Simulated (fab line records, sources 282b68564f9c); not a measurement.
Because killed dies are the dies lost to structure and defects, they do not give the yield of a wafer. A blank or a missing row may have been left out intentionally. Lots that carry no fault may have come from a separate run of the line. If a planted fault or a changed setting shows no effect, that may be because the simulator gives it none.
Which tool did it? | flow ritCmos | Sampling: 13 lots, 39 wafers, 5 of 202 route steps

== WHAT THE GAUGES SHOWED, per wafer ==
RIT_NLDD_OVL_MEAS_06.
lot  | measured    | on         | NLDD_OVL (nm)
L429 | day 2 18:10 | overlay-01 | -4.1 -3.2 -0.8
L430 | day 2 23:07 | overlay-01 | -1.7 -3.0 -2.1
L431 | day 3 04:30 | overlay-01 | -0.8 -0.7 -1.8
L432 | day 3 08:43 | overlay-02 | -2.3 -1.5 -1.3
L433 | day 3 16:15 | overlay-01 | -0.8 -1.4 -2.1
L434 | day 3 19:32 | overlay-02 | -1.5 -1.3 0.0
L439 | day 4 20:06 | overlay-01 | 1.1 -1.1 -0.2
L444 | day 6 05:40 | overlay-01 | -2.8 -3.3 -2.8
L446 | day 6 09:35 | overlay-02 | -1.8 -2.1 -0.5
L448 | day 6 22:05 | overlay-01 | -1.1 -1.1 0.3
L449 | day 7 03:30 | overlay-02 | -1.3 -0.7 -1.8
L450 | day 7 12:57 | overlay-02 | -2.5 0.6 0.1
L452 | day 8 02:16 | overlay-01 | -2.9 -1.9 -2.4

RIT_CONTACT_THK_MEAS_01.
lot  | measured    | on           | CONTACT_TEOS_THK (nm)
L429 | day 3 03:25 | filmMetro-04 | 395 394 396
L430 | day 3 09:37 | filmMetro-03 | 397 400 405
L431 | day 3 16:28 | filmMetro-01 | 400 397 403
L432 | day 3 18:10 | filmMetro-04 | 399 401 410
L433 | day 4 01:42 | filmMetro-04 | 397 400 399
L434 | day 4 04:29 | filmMetro-04 | 396 392 398
L439 | day 5 06:00 | filmMetro-04 | 396 587 399
L444 | day 6 14:37 | filmMetro-01 | 390 394 400
L446 | day 6 19:04 | filmMetro-04 | 407 403 405
L448 | day 7 07:14 | filmMetro-04 | 387 395 397
L449 | day 7 12:42 | filmMetro-04 | 389 400 399
L450 | day 7 22:18 | filmMetro-04 | 392 397 398
L452 | day 8 12:07 | filmMetro-01 | 391 391 398

== WHAT TOOL EACH LOT RAN ON (gives the tool, then ch and the chambers of the sampled wafers, and finally the start) ==
lot  | RIT_SPACER_ETCHBACK_05           | RIT_NSD_STRIP_09                   | RIT_CONTACT_CVD_00
L429 | rieDiel-04 ch 0,1,3, day 2 22:38 | plasmaAsher-01 ch 0,1, day 3 00:05 | pecvd-03 ch 0,2, day 3 03:21
L430 | rieDiel-01 ch 2,3, day 3 04:29   | plasmaAsher-01 ch 0, day 3 06:19   | pecvd-02 ch 0,2, day 3 09:34
L431 | rieDiel-01 ch 0,2,3, day 3 11:34 | plasmaAsher-02 ch 0,1, day 3 13:02 | pecvd-04 ch 0,1, day 3 16:25
L432 | rieDiel-02 ch 0,1,3, day 3 13:29 | plasmaAsher-02 ch 0,1, day 3 14:49 | pecvd-03 ch 0,1,2, day 3 18:07
L433 | rieDiel-02 ch 0,1,3, day 3 20:44 | plasmaAsher-03 ch 0,1, day 3 22:16 | pecvd-02 ch 0,1, day 4 01:39
L434 | rieDiel-01 ch 0,2, day 3 23:58   | plasmaAsher-03 ch 0, day 4 01:18   | pecvd-04 ch 0,2, day 4 04:26
L439 | rieDiel-04 ch 0,1,2, day 5 01:32 | plasmaAsher-02 ch 0,1, day 5 02:52 | pecvd-02 ch 0,1,2, day 5 05:57
L444 | rieDiel-01 ch 2,3, day 6 10:01   | plasmaAsher-02 ch 0,1, day 6 11:21 | pecvd-03 ch 0,2, day 6 14:33
L446 | rieDiel-04 ch 1,2, day 6 14:12   | plasmaAsher-01 ch 0,1, day 6 15:43 | pecvd-04 ch 1,2, day 6 18:59
L448 | rieDiel-02 ch 2,3, day 7 02:37   | plasmaAsher-01 ch 0,1, day 7 03:56 | pecvd-03 ch 0,1,2, day 7 07:11
L449 | rieDiel-01 ch 1,3, day 7 07:57   | plasmaAsher-01 ch 0, day 7 09:17   | pecvd-04 ch 1,2, day 7 12:37
L450 | rieDiel-04 ch 1,2,3, day 7 17:30 | plasmaAsher-02 ch 0, day 7 19:02   | pecvd-03 ch 1,2, day 7 22:14
L452 | rieDiel-01 ch 0,2, day 8 07:31   | plasmaAsher-02 ch 0,1, day 8 08:50 | pecvd-03 ch 0,2, day 8 12:04
- RIT_SPACER_ETCHBACK_05: etches Si3N4 in SF6/CHF3, stops on SiO2, target depth 250 nm, time 240 s.
- RIT_NSD_STRIP_09: strips in O2, time 180 s.
- RIT_CONTACT_CVD_00: deposits SiO2 from TEOS, target thk 400 nm, time 61 s.

== AS READ BY THE TOOLS THEMSELVES (means over the sampled wafers that have a number; for cases with no such wafer, the mark the record gives instead) ==
RIT_SPACER_ETCHBACK_05.
lot  | tool       | drypumpMotorCurrentA (A) | oesProductAu (a.u.) | throttleValvePct (%)
L429 | rieDiel-04 | 5.71                     | 0.842               | 10.30
L430 | rieDiel-01 | 5.55                     | 0.844               | 10.36
L431 | rieDiel-01 | 5.51                     | 0.852               | 10.29
L432 | rieDiel-02 | 5.64                     | 0.845               | 10.29
L433 | rieDiel-02 | 5.66                     | 0.842               | 10.30
L434 | rieDiel-01 | 5.50                     | 0.841               | 10.33
L439 | rieDiel-04 | 5.45                     | 0.854               | 10.29
L444 | rieDiel-01 | 5.53                     | 0.866               | 10.34
L446 | rieDiel-04 | 5.36                     | 0.845               | 10.30
L448 | rieDiel-02 | 5.78                     | 0.846               | 10.23
L449 | rieDiel-01 | 5.32                     | 0.852               | 10.23
L450 | rieDiel-04 | 5.61                     | 0.844               | 10.31
L452 | rieDiel-01 | 5.52                     | 0.846               | 10.33

RIT_NSD_STRIP_09.
lot  | tool           | drypumpMotorCurrentA (A) | rfReflPowerW (W)
L429 | plasmaAsher-01 | 6.3                      | 8.9
L430 | plasmaAsher-01 | 6.5                      | 9.0
L431 | plasmaAsher-02 | 6.0                      | 8.7
L432 | plasmaAsher-02 | 6.0                      | 8.8
L433 | plasmaAsher-03 | 5.7                      | 8.5
L434 | plasmaAsher-03 | 5.4                      | 9.0
L439 | plasmaAsher-02 | 6.0                      | 8.7
L444 | plasmaAsher-02 | 5.7                      | 9.1
L446 | plasmaAsher-01 | 6.2                      | 8.4
L448 | plasmaAsher-01 | 6.2                      | 8.5
L449 | plasmaAsher-01 | 6.5                      | 9.1
L450 | plasmaAsher-02 | 6.2                      | 8.2
L452 | plasmaAsher-02 | 6.0                      | 8.8

RIT_CONTACT_CVD_00.
lot  | tool     | heaterPowerW (W) | runLengthS (s)
L429 | pecvd-03 | 330              | 89.5
L430 | pecvd-02 | 361              | 88.7
L431 | pecvd-04 | 341              | 88.3
L432 | pecvd-03 | 324              | 89.8
L433 | pecvd-02 | 310              | 88.4
L434 | pecvd-04 | 282              | 89.1
L439 | pecvd-02 | 318              | 98.1
L444 | pecvd-03 | 322              | 89.9
L446 | pecvd-04 | 287              | 89.4
L448 | pecvd-03 | 357              | 89.5
L449 | pecvd-04 | 322              | 89.7
L450 | pecvd-03 | 340              | 90.0
L452 | pecvd-03 | 338              | 89.7

== THE ANSWER, worked out from the rows above alone ==
Rule: the usual values come from the lots themselves. The widest of any qualifying gaps counts: lots, ordered by their means at a reading, are off when they make up no more than a third of the lots, leave a main group of 4 or more, and stand apart from it by 3 or more times the standard deviation of that group's means. The tables above print the reading to a certain number of digits; a main group whose means all agree to those digits is not used. A lot without any number at a reading at which 4 lots or more have one is off too. Where the step has rows for the other lots, those lots are counted as sound. Order of review: gauges by route order, followed by the tools' own readings, for which a lot's mean as printed above is used. At the first step where some lot is off, the reading lying furthest off is the one used; lots without a number count as furthest.
Off: L439, at RIT_CONTACT_THK_MEAS_01 (CONTACT_TEOS_THK). Main group: mean 398 nm, sd 3.8.
A tool fits if, at a process step before that reading, it ran every lot that is off, and no sound lot after the first of them. Not tried: the gauges at RIT_CONTACT_THK_MEAS_01; whatever is off there is also off at RIT_SPACER_ETCHBACK_05, on other tools, and gauge error can't account for it. One candidate fits, namely pecvd-02 at RIT_CONTACT_CVD_00. A fault onset in the window from L433 (day 4 01:39, its last sound lot) to L439 (day 5 05:57, its first lot off) fits.
The tool's own readings at RIT_CONTACT_CVD_00 bear it out: on the lots that are off they differ by more than 5 times the standard deviation of the sound lots' means. runLengthS reads 98.1 s there against 89.3 s on the sound lots.

== WHAT THE SIMULATOR PUT IN ==
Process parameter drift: pecvd-02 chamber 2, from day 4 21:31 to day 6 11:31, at RIT_CONTACT_CVD_00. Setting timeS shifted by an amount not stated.
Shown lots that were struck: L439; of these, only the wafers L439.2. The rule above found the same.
